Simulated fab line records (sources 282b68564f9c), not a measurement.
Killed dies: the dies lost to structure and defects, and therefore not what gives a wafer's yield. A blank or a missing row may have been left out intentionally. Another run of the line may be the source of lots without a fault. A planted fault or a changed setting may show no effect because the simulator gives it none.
Code-filled problem report in 8D (eight disciplines) form / flow rit cmos / the parts of the form that need people (team, actions taken, sign-off) are left out

== 1. THE ISSUE ==
dose ions cm2 at RIT_PSD_IMPLANT_08 reads a mean of 5e+15 on 6 wafers of 2 lots; wafers without a fault read 5e+15 with a standard deviation of 4.6e+12. Measured from the usual mean, that is +87 standard deviations.
First observed at day 6 08:59: wafer L445.2, on implanter-01. The record holds 18 wafers of 6 lots with a number at this step. The rule behind "out" and "out of limits": a value lying over 4 standard deviations away from the usual mean. The other wafers with a number count as sound.

== 2. WHAT THIS IS AND IS NOT ==
question=which readings at this step | is=dose ions cm2 | is not=beam energy keV, faraday current uA
question=which lots | is=L445, L446 | is not=L433, L437, L449, L453
question=which wafers of those lots | is=all that have a number | is not=-
question=read on which tools | is=implanter-01 | is not=implanter-02, implanter-03
question=when | is=from day 6 08:59 | is not=up to then (6 sound wafers); but 6 sound wafers of L449, L453 came after

== 3. THE SUSPECTS, EACH WITH WHAT RULES IT OUT ==
Counting: any tool at a process step up to the reading is kept as a suspect provided that every lot that is out went through it and no sound lot did after the first of them.
- plasma asher-03 at RIT_NSD_STRIP_09 (strips in O2, time 180 s): ruled out as a lasting fault. Sound lots L453 ran on it after its first lot that is out, L445 (day 6 07:32).
- implanter-01 at RIT_PSD_IMPLANT_08: kept. It ran every lot that is out, first L445 (day 6 08:59), and no sound lot after that; its last sound lot up to then is L433 (day 4 09:13). On those wafers its own readings are out: dose ions cm2.
Left after counting: implanter-01 at RIT_PSD_IMPLANT_08.

== 4. THE CAUSE (what the simulator had put in) ==
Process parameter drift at RIT_PSD_IMPLANT_08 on implanter-01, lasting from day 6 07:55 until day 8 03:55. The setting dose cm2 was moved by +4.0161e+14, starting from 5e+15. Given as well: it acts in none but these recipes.
After counting, this tool was the only one left.

== 5. THE CHAIN OF EFFECTS, in route order ==
Rows list readings where the struck wafers' mean (over those with a number) sits beyond 3 standard deviations from the usual. Only readings for which the record gives a usual standard deviation are gone through. hours: the time from each lot's start at the first step in this table that gives one to its start at this step, as a median over the lots. sigmas: the change in usual standard deviations.
hours=0; step=RIT_PSD_IMPLANT_08; reading=dose ions cm2; usual=5e+15; on struck wafers=5e+15; change=+4e+14; sigmas=+87
The process steps in it:
- RIT_PSD_IMPLANT_08

== 6. HOW IT WOULD HAVE BEEN CAUGHT EARLIER ==
In this record the first reading out of limits was taken at day 6 08:59, 1 hour after the fault began at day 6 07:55.
